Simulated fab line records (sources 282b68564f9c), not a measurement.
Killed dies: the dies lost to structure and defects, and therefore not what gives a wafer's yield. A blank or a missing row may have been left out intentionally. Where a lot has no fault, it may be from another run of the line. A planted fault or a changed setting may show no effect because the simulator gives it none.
The tool behind it: which one? :: flow rit-cmos :: 13 lots, 39 wafers sampled, at 2 steps of a route of 202

WHAT THE GAUGES SHOWED, per wafer
Not one reading of a measure or inspect step in the record can be checked against a usual standard deviation.

WHAT TOOL EACH LOT RAN ON (gives the tool, then ch and the chambers of the sampled wafers, and finally the start)
lot: L976
RIT_NLDD_EXPOSE_03: iline-stepper-02 ch 0, day 3 08:07
RIT_M1_PROBE_99: -

lot: L977
RIT_NLDD_EXPOSE_03: iline-stepper-02 ch 0, day 3 09:53
RIT_M1_PROBE_99: -

lot: L978
RIT_NLDD_EXPOSE_03: iline-stepper-02 ch 0, day 3 17:07
RIT_M1_PROBE_99: -

lot: L979
RIT_NLDD_EXPOSE_03: iline-stepper-01 ch 0, day 3 18:46
RIT_M1_PROBE_99: -

lot: L980
RIT_NLDD_EXPOSE_03: iline-stepper-02 ch 0, day 3 23:32
RIT_M1_PROBE_99: -

lot: L982
RIT_NLDD_EXPOSE_03: iline-stepper-02 ch 0, day 4 09:58
RIT_M1_PROBE_99: prober-01, day 5 01:47

lot: L990
RIT_NLDD_EXPOSE_03: iline-stepper-02 ch 0, day 6 00:59
RIT_M1_PROBE_99: prober-02, day 6 18:04

lot: L992
RIT_NLDD_EXPOSE_03: iline-stepper-02 ch 0, day 6 10:55
RIT_M1_PROBE_99: -

lot: L993
RIT_NLDD_EXPOSE_03: iline-stepper-01 ch 0, day 6 16:10
RIT_M1_PROBE_99: prober-01, day 7 09:04

lot: L994
RIT_NLDD_EXPOSE_03: iline-stepper-02 ch 0, day 6 21:36
RIT_M1_PROBE_99: prober-02, day 7 13:33

lot: L995
RIT_NLDD_EXPOSE_03: iline-stepper-01 ch 0, day 7 02:08
RIT_M1_PROBE_99: -

lot: L996
RIT_NLDD_EXPOSE_03: iline-stepper-01 ch 0, day 7 07:56
RIT_M1_PROBE_99: -

lot: L997
RIT_NLDD_EXPOSE_03: iline-stepper-01 ch 0, day 7 11:07
RIT_M1_PROBE_99: -
- RIT_NLDD_EXPOSE_03: exposes mask M7, target cd 40700 nm.
- RIT_M1_PROBE_99

AS READ BY THE TOOLS THEMSELVES (means over the sampled wafers that have a number; for cases with no such wafer, the mark the record gives instead)
RIT_NLDD_EXPOSE_03.
lot: L976
tool: iline-stepper-02
focus-offset-nm (nm): 0.6

lot: L977
tool: iline-stepper-02
focus-offset-nm (nm): 0.1

lot: L978
tool: iline-stepper-02
focus-offset-nm (nm): 0.0

lot: L979
tool: iline-stepper-01
focus-offset-nm (nm): 0.3

lot: L980
tool: iline-stepper-02
focus-offset-nm (nm): -0.6

lot: L982
tool: iline-stepper-02
focus-offset-nm (nm): -0.7

lot: L990
tool: iline-stepper-02
focus-offset-nm (nm): -0.0

lot: L992
tool: iline-stepper-02
focus-offset-nm (nm): -0.7

lot: L993
tool: iline-stepper-01
focus-offset-nm (nm): -0.3

lot: L994
tool: iline-stepper-02
focus-offset-nm (nm): -0.1

lot: L995
tool: iline-stepper-01
focus-offset-nm (nm): 0.4

lot: L996
tool: iline-stepper-01
focus-offset-nm (nm): 0.6

lot: L997
tool: iline-stepper-01
focus-offset-nm (nm): -0.5

RIT_M1_PROBE_99.
lot: L982
tool: prober-01
killed_at_M0_to_M3: 0.0
killed-at-contacts: 0.0
killed-at-front-end: 10.3
killed-dies: 10.3
killed-on-rim: 3.0
killed-open: 5.7
killed-short: 4.7

lot: L990
tool: prober-02
killed_at_M0_to_M3: 0.0
killed-at-contacts: 0.0
killed-at-front-end: 8.0
killed-dies: 8.0
killed-on-rim: 2.3
killed-open: 4.0
killed-short: 4.0

lot: L993
tool: prober-01
killed_at_M0_to_M3: 0.0
killed-at-contacts: 0.0
killed-at-front-end: 7.0
killed-dies: 7.0
killed-on-rim: 3.3
killed-open: 3.0
killed-short: 4.0

lot: L994
tool: prober-02
killed_at_M0_to_M3: 0.0
killed-at-contacts: 0.0
killed-at-front-end: 7.0
killed-dies: 7.0
killed-on-rim: 1.7
killed-open: 1.7
killed-short: 5.3

THE ANSWER, worked out from the rows above alone
Rule: usual is defined by the lots themselves. The widest of any qualifying gaps counts: lots, ordered by their means at a reading, are off when they make up no more than a third of the lots, leave a main group of 4 or more, and stand apart from it by 3 or more times the standard deviation of that group's means. A main group whose means are all the same, to the digits that the tables above print for the reading, isn't used. A lot without any number at a reading at which 4 lots or more have one is off too. The other lots that the step has rows for count as sound. After the gauges, taken in route order, come the tools' own readings; for these a lot's mean is taken, as printed above. At the first step where some lot is off, the reading lying furthest off is the one used; lots without a number count as furthest.
Across all readings shown, no lot is off: no conclusion can be drawn from this.

WHAT THE SIMULATOR HAD INSERTED
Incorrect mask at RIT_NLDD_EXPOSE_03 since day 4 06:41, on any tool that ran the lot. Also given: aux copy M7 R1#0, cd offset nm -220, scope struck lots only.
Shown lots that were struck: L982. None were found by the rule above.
